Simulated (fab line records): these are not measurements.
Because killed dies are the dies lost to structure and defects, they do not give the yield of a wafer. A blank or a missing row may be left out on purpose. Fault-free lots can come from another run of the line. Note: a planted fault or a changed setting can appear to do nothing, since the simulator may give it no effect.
Comparing a struck lot with a sound one | flow rit cmos | 14 out of 202 route steps
Sound: wafers L842.1, L842.3, L842.6. Wafers struck: L853.2, L853.3, L853.4. At the end, the cause is stated.
For every step that has rows: the tool of each side, followed by ch and its chambers, followed by its first start. Under that, the readings that differ: sound wafers | struck wafers | difference of the means | sigmas: that difference in standard deviations of wafers without a fault.
alike: same words and numbers on both sides, and readings whose means sit less than 2 such deviations apart. not compared: any withheld reading, any reading some wafer has no value for, any bound like >300 that may hide the same value, and any number with overlapping values for which the record gives no deviation.
The two part at a step that has a row with sigmas, a row that says differs or no value, or rows on one side only. Non-overlapping numbers with no deviation appear without sigmas and do not part them. A reading that every wafer of one side lacks parts them only if that side has two wafers or more.

RIT_ACTIVE_THK_MEAS_02:
  sound on film metro-01 at day 3 09:03; struck on film metro-01 at day 5 17:46
  alike: ACTIVE_OXIDE_THK
then, 1 step without rows for these wafers: RIT_ACTIVE_CVD_03 (deposits Si3N4 from SiH2Cl2/NH3, target thk 150 nm, time 1500 s).
RIT_ACTIVE_THK_MEAS_04:
  sound on film metro-03 at day 3 10:32; struck on film metro-03 at day 5 19:15
  alike: ACTIVE_NITRIDE_THK
then, 6 steps without rows for these wafers: RIT_ACTIVE_HMDS_05 (prime time 60 s); RIT_ACTIVE_COAT_06 (resist thk 1000 nm); RIT_ACTIVE_SOFTBAKE_07 (time 60 s); RIT_ACTIVE_EXPOSE_08 (exposes mask M1, target cd 1400 nm); RIT_ACTIVE_PEB_09; RIT_ACTIVE_DEVELOP_10 (develop time 50 s).
RIT_ACTIVE_CD_MEAS_11: the cd target is 1400 nm.
  sound on cd sem-01 at day 3 11:26; struck on cd sem-01 at day 5 20:18
  alike: cd nm
then, 1 step without rows for these wafers: RIT_ACTIVE_HARDBAKE_12 (time 60 s).
RIT_ACTIVE_ETCH_13: etches Si3N4 in SF6, stops on SiO2, time 210 s, target depth 210 nm.
  sound on rie diel-02 ch 1,2,3, day 3 11:43; struck on rie diel-03 ch 1,2, day 5 20:33
  reading                     | sound       | struck      | difference | sigmas
  drypump motor current A (A) | 6.6 6.2 6.5 | 5.8 5.1 5.1 | -1.1       | -2
  alike: oes product au, throttle valve pct
  not compared: rf hours counter h
RIT_ACTIVE_STRIP_14: strips in O2, time 180 s.
  sound on plasma asher-01 ch 0,1, day 3 11:50; struck on plasma asher-01 ch 0,1, day 5 20:41
  no value came back on the struck wafers for chamber pressure mTorr (mTorr), drypump motor current A (A); on the sound wafers chamber pressure mTorr (mTorr) reads 4001 3998 3997
  reading                                     | sound | struck          | difference | sigmas
  model.NOVOLAK_of_ACTIVE_COAT_06.thk nm (nm) | 0 0 0 | 658.3 662.1 663 | +661.1     |
  not compared: rf hours counter h
RIT_ACTIVE_CD_MEAS_90: the cd target is 1400 nm.
  sound on cd sem-02 at day 3 12:01; struck on cd sem-02 at day 5 20:52
  alike: cd nm

WHERE THEY PART
At RIT_ACTIVE_ETCH_13 first; at RIT_ACTIVE_STRIP_14 last (within this record only). Later steps at which nothing parts them and some readings are alike: RIT_ACTIVE_CD_MEAS_90.

WHY: what the simulator had put in
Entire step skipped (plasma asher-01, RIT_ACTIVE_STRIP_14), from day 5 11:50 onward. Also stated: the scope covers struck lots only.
